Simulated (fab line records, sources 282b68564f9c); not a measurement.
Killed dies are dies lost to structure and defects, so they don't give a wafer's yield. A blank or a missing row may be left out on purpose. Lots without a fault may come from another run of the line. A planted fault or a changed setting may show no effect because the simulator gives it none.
Split-lot experiment | flow rit_cmos | 5 lots, 23 wafers read, on a route of 202 steps

THE SPLIT
At RIT_NWELL_SOFTBAKE_02 (time 60 s), the setting temp_c was moved away from the recipe's 90 C on 5 of the 23 wafers read, by +2.5% to +3.9%. The other wafers ran this setting at the recipe's value.

The reading is taken at the split's own step.

THE READING
NOVOLAK_of_NWELL_COAT_01.thk_nm (the simulator's own value, which no gauge read), in nm, at RIT_NWELL_SOFTBAKE_02 (time 60 s). The file gives no usual value for it. The 18 wafers here that ran the recipe average 1298 nm, standard deviation 3 nm.

wafer  | tool, chamber at the split | temp_c as run, C | against the recipe | NOVOLAK_of_NWELL_COAT_01.thk_nm, nm | against lot-mates on the recipe
L074.1 | litho_track-02, 0          | 90               | recipe             | 1297                                | -
L074.3 | litho_track-02, 0          | 90               | recipe             | 1296                                | -
L074.4 | litho_track-02, 0          | 92.29            | +2.5%              | 1285                                | -12
L074.5 | litho_track-02, 0          | 92.29            | +2.5%              | 1286                                | -10
L074.6 | litho_track-02, 0          | 92.29            | +2.5%              | 1288                                | -8
L078.3 | litho_track-03, 0          | 90               | recipe             | 1298                                | -
L078.4 | litho_track-03, 0          | 90               | recipe             | 1295                                | -
L078.5 | litho_track-03, 0          | 90               | recipe             | 1300                                | -
L079.1 | litho_track-03, 0          | 90               | recipe             | 1296                                | -
L079.2 | litho_track-03, 0          | 90               | recipe             | 1296                                | -
L079.3 | litho_track-03, 0          | 90               | recipe             | 1295                                | -
L079.4 | litho_track-03, 0          | 90               | recipe             | 1299                                | -
L079.5 | litho_track-03, 0          | 90               | recipe             | 1294                                | -
L081.1 | litho_track-03, 0          | 90               | recipe             | 1300                                | -
L081.3 | litho_track-03, 0          | 90               | recipe             | 1298                                | -
L081.5 | litho_track-03, 0          | 90               | recipe             | 1298                                | -
L081.6 | litho_track-03, 0          | 90               | recipe             | 1298                                | -
L081.4 | litho_track-03, 0          | 90               | recipe             | 1301                                | -
L082.1 | litho_track-03, 0          | 93.54            | +3.9%              | 1292                                | -11
L082.3 | litho_track-03, 0          | 90               | recipe             | 1304                                | -
L082.4 | litho_track-03, 0          | 90               | recipe             | 1306                                | -
L082.5 | litho_track-03, 0          | 93.54            | +3.9%              | 1289                                | -14
L082.6 | litho_track-03, 0          | 90               | recipe             | 1300                                | -

THE FIT
A straight line over all 23 wafers: NOVOLAK_of_NWELL_COAT_01.thk_nm changes by -2.98 nm for each +1% of temp_c; r = -0.76; the points scatter about the line by 3.5 nm.
The same after taking each lot's own level away (the mean of its wafers on the recipe; 23 wafers): -3.52 nm for each +1%; r = -0.94; scatter 1.8 nm.
On that fit, the largest move of temp_c shifts the reading by 14 nm.
The lots' own levels span 1296.0 to 1303.3 nm, that is 2.4 times the standard deviation above.
So the lot-to-lot level blurs the effect unless lot-mates are compared.
Check: with one of the wafers moved furthest among these (+3.9%) left out of the fit, the line predicts -15.1 nm for it against its lot-mates. It came out at -11.3 nm against them.

OTHER SPLITS ON THESE WAFERS
These wafers also went through other splits before the reading. Each is held against what the fit with the lots' levels taken away leaves over:
other split on the same wafers | wafers away from the commonest value | r with NOVOLAK_of_NWELL_COAT_01.thk_nm (lot level and that fit taken away)
RIT_ACTIVE_CVD_03 temp_c       | 15                                   | -0.09
RIT_ACTIVE_COAT_06 spin_rpm    | 6                                    | +0.15
RIT_FOX1_WET_ETCH_02 time_s    | 13                                   | +0.16

THE FILE'S OWN FIT
NOVOLAK_of_NWELL_COAT_01.thk_nm changes by -3.37 nm for each +1% of temp_c, r = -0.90.
